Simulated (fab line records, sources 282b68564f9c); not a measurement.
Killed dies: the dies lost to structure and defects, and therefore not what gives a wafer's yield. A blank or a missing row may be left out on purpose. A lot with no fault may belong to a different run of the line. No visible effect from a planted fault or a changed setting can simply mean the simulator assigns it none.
8D (eight disciplines) problem report, filled in by code ; flow ritCmos ; the parts of the form that need people (team, actions taken, sign-off) are left out

== 1. PROBLEM STATEMENT ==
Wafers with no fault read 0.841 a.u. with a standard deviation of 0.012, whereas oesProductAu at RIT_GATE_ETCH_19 reads a mean of 0.754 a.u. on 1 wafer of 1 lot. That puts it -7.2 standard deviations away from the usual mean.
The step: etches poly-Si in SF6/CHF3/O2, stops on SiO2, time 168.1 s, target depth 312.5 nm.
Seen first at day 5 15:35 on rieSi-02, wafer L252.1. The record holds 39 wafers of 13 lots with a number at this step. By rule, "out" or "out of limits" means more than 4 standard deviations away from the usual mean. All remaining wafers that have a number are taken as sound.

== 2. WHAT IT IS, AND WHAT IT ISN'T ==
question;is;is not
which readings at this step;oesProductAu;SF6_flow_sccm, chamberPressureMTorr, drypumpMotorCurrentA, throttleValvePct
which lots;L252;L239, L240, L241, L242, L243, L244, L245, L247, L248, L250, L253, L260
which wafers of those lots;L252.1;L252.2, L252.3
read on which tools;rieSi-02;rieSi-01
when;from day 5 15:35;"up to then (32 sound wafers); but 6 sound wafers of L253, L260 came after"

== 3. WHAT RULES OUT EACH SUSPECT ==
Counting: a tool at a process step up to the reading stays a suspect if it ran every lot that is out. Sound lots after the first of them don't rule it out here, since some wafers of a struck lot are sound.
- rieSi-02 at RIT_GATE_ETCH_19 (etches poly-Si in SF6/CHF3/O2, stops on SiO2, time 168.1 s, target depth 312.5 nm): kept. It ran the lot that is out, L252 (day 5 15:35); its last sound lot up to then is L248 (day 4 19:29). Out on those wafers are its own readings of oesProductAu.
- rieSi-02, RIT_GATE_ETCH_19: wafers that are out in chamber 2, sound lot-mates in chambers 0, 1.
Left after counting: rieSi-02 at RIT_GATE_ETCH_19.

== 4. THE CAUSE (what the simulator had put in) ==
rieSi-02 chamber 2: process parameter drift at RIT_GATE_ETCH_19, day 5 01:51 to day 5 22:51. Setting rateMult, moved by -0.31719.
This tool alone remained once counting was done.

== 5. THE EFFECT CHAIN, in route order ==
One row per reading whose mean, taken over the struck wafers that have a number, lies over 3 standard deviations from the usual. Readings are gone through only where the record gives a usual standard deviation; hours: the median, over the lots, of the time from a lot's start at the first step in this table giving one to that lot's start at this step; sigmas: the change measured in usual standard deviations.
hours;step;reading;usual;on struck wafers;change;sigmas
0;RIT_GATE_ETCH_19;oesProductAu;0.841 a.u.;0.754;-0.087;-7.2
21;RIT_M1_PROBE_99;killedAtFrontEnd;7;264;+257;+78
21;RIT_M1_PROBE_99;killedDies;7;264;+257;+78
21;RIT_M1_PROBE_99;killedOnRim;2.0;70.0;+68.0;+45
Its process steps:
- RIT_GATE_ETCH_19: etches poly-Si in SF6/CHF3/O2, stops on SiO2, time 168.1 s, target depth 312.5 nm.
- RIT_M1_PROBE_99

== 6. HOW IT WOULD HAVE BEEN CAUGHT EARLIER ==
First out-of-limits reading in this record: day 5 15:35, which is 14 hours after fault onset at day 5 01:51.
